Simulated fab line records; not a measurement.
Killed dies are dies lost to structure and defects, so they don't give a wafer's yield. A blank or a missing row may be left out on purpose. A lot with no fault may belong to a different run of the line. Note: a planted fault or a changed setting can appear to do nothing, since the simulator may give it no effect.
fab line records + flow ritCmos
[record]
- lots = 13
- wafers = 39
- lastDay = 5
route steps=202 shown NSD@134 PSD@152
lots that met no fault: taken from a fault-free run of the same line
startH: hours from the record's first day to the start of the lot's first wafer shown + waitH: how many hours have passed since the lot's step before this one + " as in the row above + L1.1+2: a row that stands for several wafers + - no value, or no start given + * or withheld: withheld + < > ~ a bound
route shown NAME@n: NAME is a module with steps in the file, n the number in the route of the first one + usual: mean/standard deviation taken from wafers without a fault + same: alike in all rows + chamber/n: place in a boat + sites: the reading at each site + _std_site: the standard deviation of these + _edge_site: inner sites' mean taken away from outer sites' mean + radiusMm: for every site, how far away it sits from the centre of the wafer + mask NAME#n: copy n + behind: the most recent tool/chamber to have shaped the wafer + hold: what put the lot on hold/how long, in hours/how the hold closed + device: names the non-switching transistor (n, p or np) + end of line: the same wafers' tests at the end of the route + step lacking rows: just its recipe + killed: count of dies lost to structure and defects at first sort (not the wafer's yield) + map: the dies of a wafer, with x for killed, . for not killed, _ for no die there
set.NAME: setting as actually run; set.NAME@STEP: the setting as run at that earlier step + model.NAME: the simulator's own value behind a step, which no gauge read
route steps across a sampled set of lots; one table per step, one row per wafer
services: when a tool's chamber went out of use (startH, in hours from the record's first day, below 0 if earlier), for how many hours, and the reason
[[steps]]
[step RIT_NSD_EXPOSE_03]
[recipe]
- maskId = M9
- na = 0.57
- targetCdNm = 40700
- doseMj = 250
[usual]
- reticleTempC = 23.02/0.096
| lot.wafer | tool            | chamber | startH | waitH | mask  | reticleTempC |
|-----------|-----------------|---------|--------|-------|-------|--------------|
| L755.1    | ilineStepper-02 | 0       | 56.01  | 0.1   | M9#0  | 22.95        |
| L755.2    | "               | 0       | "      | "     | M9#0  | 23.04        |
| L755.6    | "               | 0       | "      | "     | M9#0  | 23.13        |
| L756.2    | ilineStepper-01 | 0       | 58.35  | 0.2   | M9#0  | 23.07        |
| L756.3    | "               | 0       | "      | "     | M9#0  | 23.15        |
| L756.4    | "               | 0       | "      | "     | M9#0  | 23.15        |
| L758.1    | ilineStepper-01 | 0       | 66.32  | 0.1   | M9#0  | 23.11        |
| L758.3    | "               | 0       | "      | "     | M9#0  | 23.02        |
| L758.4    | "               | 0       | "      | "     | M9#0  | 22.96        |
| L759.2    | ilineStepper-01 | 0       | 71.65  | 0.1   | M9#0  | 22.97        |
| L759.3    | "               | 0       | "      | "     | M9#0  | 22.89        |
| L759.4    | "               | 0       | "      | "     | M9#0  | 22.93        |
| L760.3    | ilineStepper-02 | 0       | 76.09  | 0.2   | M9#0  | 23.04        |
| L760.5    | "               | 0       | "      | "     | M9#0  | 23.07        |
| L760.6    | "               | 0       | "      | "     | M9#0  | 23.14        |
| L761.1    | ilineStepper-02 | 0       | 81.16  | 0.1   | M9#0  | 23.09        |
| L761.5    | "               | 0       | "      | "     | M9#0  | 23.08        |
| L761.6    | "               | 0       | "      | "     | M9#0  | 23.05        |
| L763.1    | ilineStepper-02 | 0       | 92.66  | 0.2   | M9#0  | 22.88        |
| L763.3    | "               | 0       | "      | "     | M9#0  | 23.07        |
| L763.4    | "               | 0       | "      | "     | M9#0  | 23.09        |
| L764.1    | ilineStepper-02 | 0       | 95.69  | 0.1   | M9#0  | 23.11        |
| L764.2    | "               | 0       | "      | "     | M9#0  | 23.09        |
| L764.6    | "               | 0       | "      | "     | M9#0  | 22.80        |
| L765.1    | ilineStepper-01 | 0       | 103.14 | 0.2   | M9#0  | 22.94        |
| L765.2    | "               | 0       | "      | "     | M9#0  | 23.02        |
| L765.4    | "               | 0       | "      | "     | M9#0  | 22.96        |
| L766.1    | ilineStepper-02 | 0       | 106.12 | 0.2   | M9#0  | 23.07        |
| L766.5    | "               | 0       | "      | "     | M9#0  | 23.06        |
| L766.6    | "               | 0       | "      | "     | M9#0  | 23.09        |
| L767.2    | ilineStepper-02 | 0       | 113.85 | 0.1   | M9#0  | 22.85        |
| L767.4    | "               | 0       | "      | "     | M9#0  | 22.98        |
| L767.5    | "               | 0       | "      | "     | M9#0  | 23.16        |
| L768.1    | ilineStepper-01 | 0       | 118.89 | 0.2   | M9#0  | 22.92        |
| L768.3    | "               | 0       | "      | "     | M9#0  | 22.91        |
| L768.6    | "               | 0       | "      | "     | M9#0  | 22.90        |
| L769.1    | ilineStepper-02 | 0       | 121.80 | 0.2   | M10#0 | 23.06        |
| L769.4    | "               | 0       | "      | "     | M10#0 | 22.90        |
| L769.6    | "               | 0       | "      | "     | M10#0 | 23.00        |
[step RIT_NSD_OVL_MEAS_06]
[usual]
- NSD_OVL = 1.3/1.2
| lot.wafer | tool       | chamber | startH | waitH | NSD_OVL[nm] |
|-----------|------------|---------|--------|-------|-------------|
| L755.1    | overlay-01 | -       | 56.41  | -     | 1.1         |
| L755.2    | "          | -       | "      | "     | 1.1         |
| L755.6    | "          | -       | "      | "     | 2.1         |
| L756.2    | overlay-02 | -       | 58.74  | -     | 2.2         |
| L756.3    | "          | -       | "      | "     | 1.7         |
| L756.4    | "          | -       | "      | "     | 1.6         |
| L758.1    | overlay-02 | -       | 66.89  | -     | 1.8         |
| L758.3    | "          | -       | "      | "     | 1.9         |
| L758.4    | "          | -       | "      | "     | 3.1         |
| L759.2    | overlay-02 | -       | 72.13  | -     | 1.2         |
| L759.3    | "          | -       | "      | "     | 0.8         |
| L759.4    | "          | -       | "      | "     | 0.3         |
| L760.3    | overlay-01 | -       | 76.47  | -     | -0.3        |
| L760.5    | "          | -       | "      | "     | -0.7        |
| L760.6    | "          | -       | "      | "     | 1.4         |
| L761.1    | overlay-02 | -       | 81.56  | -     | 0.0         |
| L761.5    | "          | -       | "      | "     | 0.1         |
| L761.6    | "          | -       | "      | "     | -0.8        |
| L763.1    | overlay-01 | -       | 93.06  | -     | 1.1         |
| L763.3    | "          | -       | "      | "     | 3.2         |
| L763.4    | "          | -       | "      | "     | 1.9         |
| L764.1    | overlay-01 | -       | 96.09  | -     | 1.1         |
| L764.2    | "          | -       | "      | "     | 1.0         |
| L764.6    | "          | -       | "      | "     | 0.4         |
| L765.1    | overlay-01 | -       | 103.54 | -     | 3.0         |
| L765.2    | "          | -       | "      | "     | 1.9         |
| L765.4    | "          | -       | "      | "     | 0.6         |
| L766.1    | overlay-01 | -       | 106.52 | -     | 0.3         |
| L766.5    | "          | -       | "      | "     | 1.2         |
| L766.6    | "          | -       | "      | "     | -1.3        |
| L767.2    | overlay-02 | -       | 114.23 | -     | 1.6         |
| L767.4    | "          | -       | "      | "     | 1.8         |
| L767.5    | "          | -       | "      | "     | 3.2         |
| L768.1    | overlay-01 | -       | 119.33 | -     | 3.4         |
| L768.3    | "          | -       | "      | "     | 2.0         |
| L768.6    | "          | -       | "      | "     | 4.1         |
| L769.1    | overlay-01 | -       | 122.20 | -     | -           |
| L769.4    | "          | -       | "      | "     | -           |
| L769.6    | "          | -       | "      | "     | -           |
[step RIT_NSD_TW_MEAS_10]
[usual]
- NSD_TW = 3135/14
| lot.wafer | tool         | chamber | startH | waitH | NSD_TW |
|-----------|--------------|---------|--------|-------|--------|
| L755.1    | filmMetro-01 | -       | 56.92  | 0.1   | 3135   |
| L755.2    | "            | -       | "      | "     | 3133   |
| L755.6    | "            | -       | "      | "     | 3129   |
| L756.2    | filmMetro-01 | -       | 59.25  | 0.1   | 3136   |
| L756.3    | "            | -       | "      | "     | 3141   |
| L756.4    | "            | -       | "      | "     | 3143   |
| L758.1    | filmMetro-04 | -       | 67.40  | 0.1   | 3119   |
| L758.3    | "            | -       | "      | "     | 3117   |
| L758.4    | "            | -       | "      | "     | 3107   |
| L759.2    | filmMetro-04 | -       | 72.65  | 0.1   | 3103   |
| L759.3    | "            | -       | "      | "     | 3125   |
| L759.4    | "            | -       | "      | "     | 3109   |
| L760.3    | filmMetro-01 | -       | 76.99  | 0.1   | 3108   |
| L760.5    | "            | -       | "      | "     | 3145   |
| L760.6    | "            | -       | "      | "     | 3132   |
| L761.1    | filmMetro-03 | -       | 82.07  | 0.1   | 3130   |
| L761.5    | "            | -       | "      | "     | 3137   |
| L761.6    | "            | -       | "      | "     | 3139   |
| L763.1    | filmMetro-04 | -       | 93.57  | 0.1   | 3126   |
| L763.3    | "            | -       | "      | "     | 3122   |
| L763.4    | "            | -       | "      | "     | 3121   |
| L764.1    | filmMetro-03 | -       | 96.60  | 0.1   | 3144   |
| L764.2    | "            | -       | "      | "     | 3133   |
| L764.6    | "            | -       | "      | "     | 3113   |
| L765.1    | filmMetro-01 | -       | 104.05 | 0.1   | 3128   |
| L765.2    | "            | -       | "      | "     | 3157   |
| L765.4    | "            | -       | "      | "     | 3133   |
| L766.1    | filmMetro-01 | -       | 107.03 | 0.1   | 3139   |
| L766.5    | "            | -       | "      | "     | 3151   |
| L766.6    | "            | -       | "      | "     | 3127   |
| L767.2    | filmMetro-03 | -       | 114.75 | 0.1   | 3132   |
| L767.4    | "            | -       | "      | "     | 3135   |
| L767.5    | "            | -       | "      | "     | 3127   |
| L768.1    | filmMetro-01 | -       | 119.84 | 0.1   | 3132   |
| L768.3    | "            | -       | "      | "     | 3130   |
| L768.6    | "            | -       | "      | "     | 3151   |
| L769.1    | filmMetro-01 | -       | 122.71 | 0.1   | 30     |
| L769.4    | "            | -       | "      | "     | 30     |
| L769.6    | "            | -       | "      | "     | 30     |
[step RIT_PSD_TW_MEAS_10]
[usual]
- PSD_TW = 3439/19
| lot.wafer | tool         | chamber | startH | waitH | PSD_TW |
|-----------|--------------|---------|--------|-------|--------|
| L755.1    | filmMetro-04 | -       | 58.34  | 0.1   | 3428   |
| L755.2    | "            | -       | "      | "     | 3418   |
| L755.6    | "            | -       | "      | "     | 3416   |
| L756.2    | filmMetro-01 | -       | 60.67  | 0.1   | 3436   |
| L756.3    | "            | -       | "      | "     | 3430   |
| L756.4    | "            | -       | "      | "     | 3431   |
| L758.1    | filmMetro-04 | -       | 68.94  | 0.1   | 3415   |
| L758.3    | "            | -       | "      | "     | 3418   |
| L758.4    | "            | -       | "      | "     | 3414   |
| L759.2    | filmMetro-04 | -       | 74.07  | 0.1   | 3425   |
| L759.3    | "            | -       | "      | "     | 3432   |
| L759.4    | "            | -       | "      | "     | 3429   |
| L760.3    | filmMetro-04 | -       | 78.55  | 0.1   | 3425   |
| L760.5    | "            | -       | "      | "     | 3441   |
| L760.6    | "            | -       | "      | "     | 3439   |
| L761.1    | filmMetro-04 | -       | 83.61  | 0.1   | 3426   |
| L761.5    | "            | -       | "      | "     | 3423   |
| L761.6    | "            | -       | "      | "     | 3431   |
| L763.1    | filmMetro-03 | -       | 94.99  | 0.1   | 3455   |
| L763.3    | "            | -       | "      | "     | 3448   |
| L763.4    | "            | -       | "      | "     | 3455   |
| L764.1    | filmMetro-04 | -       | 98.15  | 0.1   | 3428   |
| L764.2    | "            | -       | "      | "     | 3412   |
| L764.6    | "            | -       | "      | "     | 3417   |
| L765.1    | filmMetro-01 | -       | 105.60 | 0.1   | 3448   |
| L765.2    | "            | -       | "      | "     | 3450   |
| L765.4    | "            | -       | "      | "     | 3436   |
| L766.1    | filmMetro-03 | -       | 108.45 | 0.1   | 3442   |
| L766.5    | "            | -       | "      | "     | 3459   |
| L766.6    | "            | -       | "      | "     | 3445   |
| L767.2    | filmMetro-03 | -       | 116.29 | 0.1   | 3429   |
| L767.4    | "            | -       | "      | "     | 3447   |
| L767.5    | "            | -       | "      | "     | 3446   |
| L768.1    | filmMetro-03 | -       | 121.47 | 0.1   | 3440   |
| L768.3    | "            | -       | "      | "     | 3453   |
| L768.6    | "            | -       | "      | "     | 3455   |
| L769.1    | filmMetro-03 | -       | 124.13 | 0.1   | 3664   |
| L769.4    | "            | -       | "      | "     | 3632   |
| L769.6    | "            | -       | "      | "     | 3642   |
[[services]]
| tool            | chamber | startH | hours | kind |
|-----------------|---------|--------|-------|------|
| ilineStepper-01 | -       | 90.49  | 1.7   | pm   |
[[key]]
[firstSign]
- step = RIT_NSD_EXPOSE_03
- reading = mask
- direction = changed
[effect]
- step = RIT_NSD_OVL_MEAS_06
- reading = NSD_OVL
- direction = missing
[effect]
- step = RIT_NSD_TW_MEAS_10
- reading = NSD_TW
- direction = down
- sigmas = 99+
- usual = 3135
- struck = 30
[effect]
- step = RIT_PSD_TW_MEAS_10
- reading = PSD_TW
- direction = up
- sigmas = 11
- usual = 3439
- struck = 3646
metAt RIT_NSD_EXPOSE_03
struckLots L769
sortLeftOut L769.1,L769.4,L769.6
testerLeftOut L769
onsetBetween 113.85 121.80
[fault]
- kind = wrongMask
- tool = any
- chamber = -
- onsetH = 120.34
- steps = RIT_NSD_EXPOSE_03
- auxCopy = M10#0
- scope = struckLotsOnly
// testerLeftOut: of these lots the tester's yield and bins aren't shown, on N5 and GAA mostly nor the transistor test; their killed dies are dies lost to structure and defects alone, not to doping, threshold or leakage, so they don't give the yield
// sortLeftOut: the simulated sort isn't trusted on such a fault, so these wafers' sort isn't shown, and their yield isn't known
